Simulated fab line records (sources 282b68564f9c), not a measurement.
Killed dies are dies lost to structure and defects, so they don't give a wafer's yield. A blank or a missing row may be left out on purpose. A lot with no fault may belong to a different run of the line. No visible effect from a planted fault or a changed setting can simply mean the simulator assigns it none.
Code-filled problem report in 8D (eight disciplines) form :: flow rit-cmos :: the parts of the form that need people (team, actions taken, sign-off) are left out

## 1. WHAT WENT WRONG
Wafers without a fault read 1100 C, standard deviation 0.1; tube-center-temp-C at RIT_FOX2_OXIDATION_00 reads a mean of 1115 C on 6 wafers belonging to 2 lots. So: +99 or more standard deviations from the usual mean.
The step: target thk 350.7 nm, ox time 1130 s.
The first sign was on wafer L720.3 at day 3 04:52, on furnace-03. At this step, 42 wafers from 14 lots have a number in the record. Rule for "out" (also "out of limits"): further than 4 standard deviations from the usual mean. The rest of the wafers with a number are treated as sound.

## 2. WHAT IT IS; WHAT IT IS NOT
question: which readings at this step
is: tube-center-temp-C, spike-tc-centre-C, spike-tc-load-C, spike-tc-source-C, tube_center_temp_C_max
is not: zone-power-load-pct

question: which lots
is: L720, L724
is not: L713, L714, L717, L718, L725, L727, L728, L730, L732, L734, L735, L736

question: which wafers of those lots
is: all that have a number
is not: -

question: read on which tools
is: furnace-03
is not: furnace-01, furnace-04

question: when
is: from day 3 04:52
is not: up to then (12 sound wafers); but 24 sound wafers of L725, L727, L728, L730, L732, L734, L735, L736 came after

## 3. WHAT RULES OUT EACH SUSPECT
Counting: any tool at a process step up to the reading is kept as a suspect provided that every lot that is out went through it and no sound lot did after the first of them.
- furnace-03 at RIT_FOX2_OXIDATION_00 (target thk 350.7 nm, ox time 1130 s): kept. All lots that are out passed through it, beginning with L720 at day 3 04:52, and no sound lot followed; its final sound lot before that point was L714 at day 2 03:44. On those wafers its own readings are out: spike-tc-centre-C, spike-tc-load-C, spike-tc-source-C, tube-center-temp-C, tube_center_temp_C_max.
Remaining after the count: furnace-03 at RIT_FOX2_OXIDATION_00.

## 4. THE CAUSE (what the simulator had put in)
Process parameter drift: furnace-03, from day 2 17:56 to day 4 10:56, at RIT_FOX2_OXIDATION_00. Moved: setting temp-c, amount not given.
After counting, this tool was the only one left.

## 5. THE CHAIN OF EFFECTS, in route order
Each row: a reading whose mean over the struck wafers that have a number lies more than 3 standard deviations from the usual. Only readings whose record carries a usual standard deviation are examined. hours: median over the lots of the time between each lot's start at the first step of this table that gives one and its start at this step. sigmas: the change, counted in usual standard deviations.
hours: 0
step: RIT_FOX2_OXIDATION_00
reading: spike-tc-centre-C
usual: 1101.6 C
on struck wafers: 1118.5
change: +16.9
sigmas: +11

hours: 0
step: RIT_FOX2_OXIDATION_00
reading: spike-tc-load-C
usual: 1128.8 C
on struck wafers: 1146.7
change: +17.9
sigmas: +7.5

hours: 0
step: RIT_FOX2_OXIDATION_00
reading: spike-tc-source-C
usual: 1123.7 C
on struck wafers: 1138.3
change: +14.6
sigmas: +4.9

hours: 0
step: RIT_FOX2_OXIDATION_00
reading: tube-center-temp-C
usual: 1100 C
on struck wafers: 1115
change: +15
sigmas: +99 or more

hours: 0
step: RIT_FOX2_OXIDATION_00
reading: tube_center_temp_C_max
usual: 1102.9
on struck wafers: 1117.6
change: +14.7
sigmas: +29

hours: 1
step: RIT_FOX2_THK_MEAS_01
reading: FOX2_OXIDE_THK
usual: 352 nm
on struck wafers: 378
change: +26
sigmas: +3.6

hours: 3
step: RIT_FOX2_THK_MEAS_90
reading: FIELD_OXIDE_LEFT_1_THK
usual: 325 nm
on struck wafers: 350
change: +25
sigmas: +3.4

hours: 15
step: RIT_FOX2_THK_MEAS_91
reading: FIELD_OXIDE_LEFT_2_THK
usual: 257 nm
on struck wafers: 282
change: +25
sigmas: +3.4
The process steps in it:
- RIT_FOX2_OXIDATION_00: target thk 350.7 nm, ox time 1130 s.
Later steps that measure or inspect, where all struck wafers having a row at the step show a number for every such reading and not one has moved that far: RIT_NLDD_OVL_MEAS_06.

## 6. HOW IT WOULD HAVE BEEN CAUGHT EARLIER
The fault began at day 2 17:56; the first out-of-limits reading in this record came at day 3 04:52, 11 hours later.
